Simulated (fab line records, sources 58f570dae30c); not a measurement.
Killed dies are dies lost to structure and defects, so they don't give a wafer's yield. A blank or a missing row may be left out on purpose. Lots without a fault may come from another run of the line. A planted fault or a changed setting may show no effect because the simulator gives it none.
Which tool did it? | flow berkeley_cmos170 | 15 lots, 45 wafers sampled, at 2 steps of a route of 331

WHAT THE GAUGES READ, wafer by wafer
The record holds no reading of a measuring or inspecting step that can be judged against a usual standard deviation.

WHICH TOOL RAN EACH LOT (tool, then ch and the chambers of the sampled wafers, then the start)
lot  | UCB170_ACTIVE_ETCH_15             | UCB170_ACTIVE_STRIP_16
L301 | rie_diel-04 ch 0,2,3, day 5 15:18 | plasma_asher-02 ch 0,1, day 5 15:24
L303 | rie_diel-03 ch 0,2,3, day 6 02:26 | plasma_asher-04 ch 0,1, day 6 02:32
L302 | rie_diel-02 ch 0,1,3, day 6 02:44 | plasma_asher-02 ch 0,1, day 6 02:50
L304 | rie_diel-03 ch 0,2,3, day 6 17:15 | plasma_asher-04 ch 0,1, day 6 17:23
L306 | rie_diel-02 ch 0,1,3, day 6 17:32 | plasma_asher-01 ch 0,1, day 6 17:38
L305 | rie_diel-03 ch 1,3, day 6 18:15   | plasma_asher-01 ch 0, day 6 18:21
L309 | rie_diel-03 ch 0,1,3, day 7 07:27 | plasma_asher-02 ch 0,1, day 7 07:34
L311 | rie_diel-03 ch 0,1,3, day 7 08:01 | plasma_asher-02 ch 0,1, day 7 08:06
L307 | rie_diel-03 ch 0,3, day 7 08:11   | plasma_asher-01 ch 0,1, day 7 08:17
L318 | rie_diel-04 ch 1,2,3, day 8 05:02 | plasma_asher-02 ch 0,1, day 8 05:08
L315 | rie_diel-04 ch 0,1,3, day 8 05:41 | plasma_asher-02 ch 0,1, day 8 05:49
L320 | rie_diel-04 ch 0,1,3, day 8 20:39 | plasma_asher-01 ch 0,1, day 8 20:45
L322 | rie_diel-04 ch 0,1, day 9 07:56   | plasma_asher-02 ch 0,1, day 9 08:02
L321 | rie_diel-02 ch 1,2, day 9 08:11   | plasma_asher-02 ch 0,1, day 9 08:17
L324 | rie_diel-04 ch 0,1,3, day 9 19:09 | plasma_asher-02 ch 0,1, day 9 19:17
- UCB170_ACTIVE_ETCH_15: etches Si3N4 in CH3F/Ar/O2, stops on SiO2, target depth 242 nm, time 151 s.
- UCB170_ACTIVE_STRIP_16: strips in O2.

WHAT THE TOOLS THEMSELVES READ (means of the sampled wafers that have a number; where no wafer has one, the mark that the record gives instead)
UCB170_ACTIVE_ETCH_15. Usual: drypump_motor_current_A 5.8 A, standard deviation 0.52; oes_product_au 0.941 a.u., standard deviation 0.015; throttle_valve_pct 8.03 %, standard deviation 0.11.
lot  | tool        | drypump_motor_current_A (A) | oes_product_au (a.u.) | throttle_valve_pct (%) | flag
L301 | rie_diel-04 | 5.8                         | 0.936                 | 8.01                   |
L303 | rie_diel-03 | 5.8                         | 0.936                 | 7.96                   |
L302 | rie_diel-02 | 5.7                         | 0.944                 | 8.03                   |
L304 | rie_diel-03 | 5.8                         | 0.932                 | 7.95                   |
L306 | rie_diel-02 | 5.7                         | 0.939                 | 8.03                   |
L305 | rie_diel-03 | 5.8                         | 0.943                 | 8.19                   |
L309 | rie_diel-03 | 5.7                         | 0.913                 | 8.06                   |
L311 | rie_diel-03 | 5.7                         | 0.912                 | 8.05                   |
L307 | rie_diel-03 | 5.6                         | 0.900                 | 7.92                   |
L318 | rie_diel-04 | 5.3                         | 0.927                 | 8.04                   |
L315 | rie_diel-04 | 5.4                         | 0.941                 | 8.03                   |
L320 | rie_diel-04 | 5.5                         | 0.942                 | 8.03                   |
L322 | rie_diel-04 | 5.3                         | 0.948                 | 7.98                   |
L321 | rie_diel-02 | 6.4                         | 0.956                 | 8.04                   |
L324 | rie_diel-04 | 5.5                         | 0.952                 | 8.04                   |

UCB170_ACTIVE_STRIP_16. Usual: drypump_motor_current_A 5.3 A, standard deviation 0.43; oes_product_au 0.721 a.u., standard deviation 0.0048; strip_time_to_endpoint_s 18.07 s, standard deviation 0.074.
lot  | tool            | drypump_motor_current_A (A) | oes_product_au (a.u.) | strip_time_to_endpoint_s (s) | flag
L301 | plasma_asher-02 | 5.4                         | 0.721                 | 18.05                        |
L303 | plasma_asher-04 | 5.9                         | 0.721                 | 18.11                        |
L302 | plasma_asher-02 | 5.4                         | 0.719                 | 18.05                        |
L304 | plasma_asher-04 | 5.9                         | 0.722                 | 18.04                        |
L306 | plasma_asher-01 | 5.2                         | 0.723                 | 18.16                        |
L305 | plasma_asher-01 | 5.0                         | 0.718                 | 18.10                        |
L309 | plasma_asher-02 | 5.1                         | 0.723                 | 17.97                        |
L311 | plasma_asher-02 | 5.1                         | 0.720                 | 17.85                        |
L307 | plasma_asher-01 | 5.2                         | 0.719                 | 17.90                        |
L318 | plasma_asher-02 | 5.1                         | 0.722                 | 18.01                        |
L315 | plasma_asher-02 | 5.1                         | 0.723                 | 18.02                        |
L320 | plasma_asher-01 | 5.2                         | 0.719                 | 17.99                        |
L322 | plasma_asher-02 | 5.4                         | 0.720                 | 18.12                        |
L321 | plasma_asher-02 | 5.4                         | 0.717                 | 18.00                        |
L324 | plasma_asher-02 | 5.4                         | 0.719                 | 18.09                        |

THE ANSWER, worked out from the rows above alone
Rule: a lot is off if the mean of its wafers that have a number lies more than 3 standard deviations from the usual mean. A lot without any number at a reading at which 4 lots or more have one is off too. The other lots that the step has rows for count as sound. The gauges are gone through in route order, then the tools' own readings, and for those a lot's mean is taken as printed above. The first step at which some lot is off is used, and at that step the reading that is off furthest; a lot without a number counts as furthest.
No lot is off at any reading shown: from this, nothing can be told.

WHAT THE SIMULATOR HAD PUT IN
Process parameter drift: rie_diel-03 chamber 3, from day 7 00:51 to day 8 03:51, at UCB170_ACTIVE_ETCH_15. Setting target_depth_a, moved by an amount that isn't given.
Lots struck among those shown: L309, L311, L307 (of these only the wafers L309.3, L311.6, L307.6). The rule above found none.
